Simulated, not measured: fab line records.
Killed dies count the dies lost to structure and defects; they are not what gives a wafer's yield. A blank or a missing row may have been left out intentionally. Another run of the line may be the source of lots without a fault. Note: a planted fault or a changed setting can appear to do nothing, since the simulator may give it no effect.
A struck lot beside a sound one    flow ritCmos    21 out of 202 route steps
Sound: the wafers L176.4, L176.5, L176.6. Struck: wafers L178.2, L178.3, L178.5. The cause is named last.
At each step with rows: each side's tool, then ch and its chambers, then its first start. Under that, the readings that differ: sound wafers    struck wafers    difference of the means    sigmas: that difference in standard deviations of wafers without a fault.
alike: readings with means less than 2 such deviations apart, plus words and numbers identical on both sides. not compared: withheld readings, readings lacking a value on some wafer, bounds such as >300 that could conceal the same value, and numbers that have no deviation in the record and whose values overlap.
A row with sigmas, a row that says differs or no value, or rows on one side alone: a step with any of these is where the two part. When numbers do not overlap yet have no deviation, they are printed without sigmas and do not part them. A reading missing from all wafers of one side parts the sides only when that side holds two or more wafers.

first, 2 steps without rows for these wafers: RIT_ACTIVE_CLEAN_17 (cleans in SC2, time 600 s); RIT_FOX1_OXIDATION_00 (target thk 350.7 nm, ox time 1130 s).
RIT_FOX1_THK_MEAS_01:
  struck on filmMetro-01, day 3 15:19; sound on filmMetro-02, day 3 04:56
  alike: FOX1_OXIDE_THK
then, 2 steps without rows for these wafers: RIT_FOX1_WET_ETCH_02 (etches SiO2 in BOE, target depth 350 nm, time 377.4 s); RIT_FOX2_OXIDATION_00 (target thk 350.7 nm, ox time 1130 s).
RIT_FOX2_THK_MEAS_01:
  struck on filmMetro-02, day 3 16:49; sound on filmMetro-04, day 3 06:25
  alike: FOX2_OXIDE_THK
then, 2 steps without rows for these wafers: RIT_FOX2_CLEAN_02 (cleans in dHF, time 180 s); RIT_FOX2_WET_ETCH_03 (etches Si3N4 in H3PO4, target depth 195 nm, time 2700 s).
RIT_FOX2_THK_MEAS_90:
  struck on filmMetro-04, day 3 17:41; sound on filmMetro-04, day 3 07:25
  alike: FIELD_OXIDE_LEFT_1_THK
then, 3 steps without rows for these wafers: RIT_NWELL_HMDS_00 (prime time 60 s); RIT_NWELL_COAT_01 (resist thk 1300 nm); RIT_NWELL_SOFTBAKE_02 (time 60 s).
RIT_NWELL_EXPOSE_03: exposes mask M2, target cd 43900 nm.
  sound on ilineStepper-02 ch 0, day 3 07:59; struck on ilineStepper-01 ch 0, day 3 18:32
reading  sound           struck          difference  sigmas
mask     M2#0 M2#0 M2#0  M3#0 M3#0 M3#0  differs     
then, 2 steps without rows for these wafers: RIT_NWELL_PEB_04; RIT_NWELL_DEVELOP_05 (develop time 68 s).
RIT_NWELL_OVL_MEAS_06:
  struck on overlay-02, day 3 19:10; sound on overlay-02, day 3 08:22
reading         sound        struck  difference                     sigmas
NWELL_OVL (nm)  0.3 0.2 0.5  - - -   no value on the struck wafers  
then, 2 steps without rows for these wafers: RIT_NWELL_HARDBAKE_07 (time 120 s); RIT_NWELL_IMPLANT_08.
RIT_NWELL_STRIP_09: strips in O2, time 180 s.
  sound on plasmaAsher-02 ch 0,1, day 3 08:51; struck on plasmaAsher-01 ch 0, day 3 19:36
  alike: drypumpMotorCurrentA
  not compared: rfHoursCounterH
RIT_NWELL_TW_MEAS_10:
  struck on filmMetro-02, day 3 20:01; sound on filmMetro-02, day 3 09:00
reading   sound           struck    difference  sigmas
NWELL_TW  2136 2148 2140  30 30 30  -2111       -99 or more
  not compared: hold
RIT_M1_PROBE_99:
  the record holds rows for the sound wafers here (prober-01, day 4 20:07) but none for the struck ones

## WHERE THEY PART
Last at RIT_M1_PROBE_99 as far as this record goes, first at RIT_NWELL_EXPOSE_03.

WHY: the cause the simulator had injected
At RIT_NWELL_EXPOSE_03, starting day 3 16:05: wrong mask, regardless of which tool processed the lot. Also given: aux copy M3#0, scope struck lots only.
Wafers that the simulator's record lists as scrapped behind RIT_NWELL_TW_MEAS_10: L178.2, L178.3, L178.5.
